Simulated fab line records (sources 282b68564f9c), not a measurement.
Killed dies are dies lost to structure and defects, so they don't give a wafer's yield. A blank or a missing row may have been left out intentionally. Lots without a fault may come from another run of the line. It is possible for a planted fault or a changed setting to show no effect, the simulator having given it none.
8D (eight disciplines) problem report, filled in by code ; flow rit-cmos ; the parts of the form that need people (team, actions taken, sign-off) are left out

== 1. THE PROBLEM ==
At RIT_M1_METAL_ETCH_12, oes-product-au averages 0.704 a.u. over 2 wafers from 2 lots, while fault-free wafers read 0.764 a.u., standard deviation 0.0084. Relative to the usual mean, that is a shift of -7.1 standard deviations.
The step: etches Al in Cl2/BCl3, stops on SiO2, time 165 s, target depth 600 nm.
Seen first at day 7 08:02 on rie-metal-02, wafer L670.5. The record has a number at this step for 18 wafers belonging to 6 lots. By rule, "out" or "out of limits" means more than 4 standard deviations away from the usual mean. The other wafers with a number count as sound.

== 2. WHAT IT IS; WHAT IT IS NOT ==
question;is;is not
which readings at this step;oes-product-au;drypump-motor-current-A, throttle-valve-pct
which lots;L670, L672;L654, L662, L668, L674
which wafers of those lots;L670.5, L672.3;L670.1, L670.6, L672.2, L672.6
read on which tools;rie-metal-02;rie-metal-04
when;from day 7 08:02;"up to then (11 sound wafers); but 5 sound wafers of L672, L674 came after"

== 3. SUSPECTS, AND WHAT RULES EACH OUT ==
Counting: any tool at a process step up to the reading remains a suspect provided it ran every lot that is out. Sound lots after the first of them don't rule it out here, since some wafers of a struck lot are sound.
- pvd-sputter-03 at RIT_M1_SPUTTER_00 (material Al, target thk 400 nm, time 500 s): kept. Ran every lot that is out, first one L670 (day 7 06:16); last sound lot up to then L662 (day 5 18:21).
- rie-metal-02 at RIT_M1_METAL_ETCH_12 (etches Al in Cl2/BCl3, stops on SiO2, time 165 s, target depth 600 nm): kept. Ran every lot that is out, first one L670 (day 7 08:02); last sound lot up to then L662 (day 5 20:14). Its own readings are out on those wafers: oes-product-au.
- Within rie-metal-02 at RIT_M1_METAL_ETCH_12: the wafers that are out ran in chamber 0; their sound lot-mates ran in chamber 1.
The count leaves rie-metal-02 at RIT_M1_METAL_ETCH_12 and pvd-sputter-03 at RIT_M1_SPUTTER_00.

== 4. THE CAUSE (what the simulator had put in) ==
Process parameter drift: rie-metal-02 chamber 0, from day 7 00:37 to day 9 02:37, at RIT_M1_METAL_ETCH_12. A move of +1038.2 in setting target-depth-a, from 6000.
Of the 2 suspects that counting leaves, this tool is one.

== 5. THE EFFECT CHAIN, in route order ==
One row per reading whose mean, taken over the struck wafers that have a number, lies over 3 standard deviations from the usual. Scope: only readings with a usual standard deviation given in the record; hours: median across lots of the time from each lot's start at the first step in this table that gives one to its start at this step; sigmas: change in usual standard deviations.
hours;step;reading;usual;on struck wafers;change;sigmas
0;RIT_M1_METAL_ETCH_12;oes-product-au;0.764 a.u.;0.704;-0.060;-7.1
Process steps it contains:
- RIT_M1_METAL_ETCH_12: etches Al in Cl2/BCl3, stops on SiO2, time 165 s, target depth 600 nm.

== 6. HOW IT WOULD HAVE BEEN CAUGHT EARLIER ==
In this record no reading fell out of limits until day 7 08:02, 7 hours after the fault had begun at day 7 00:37.
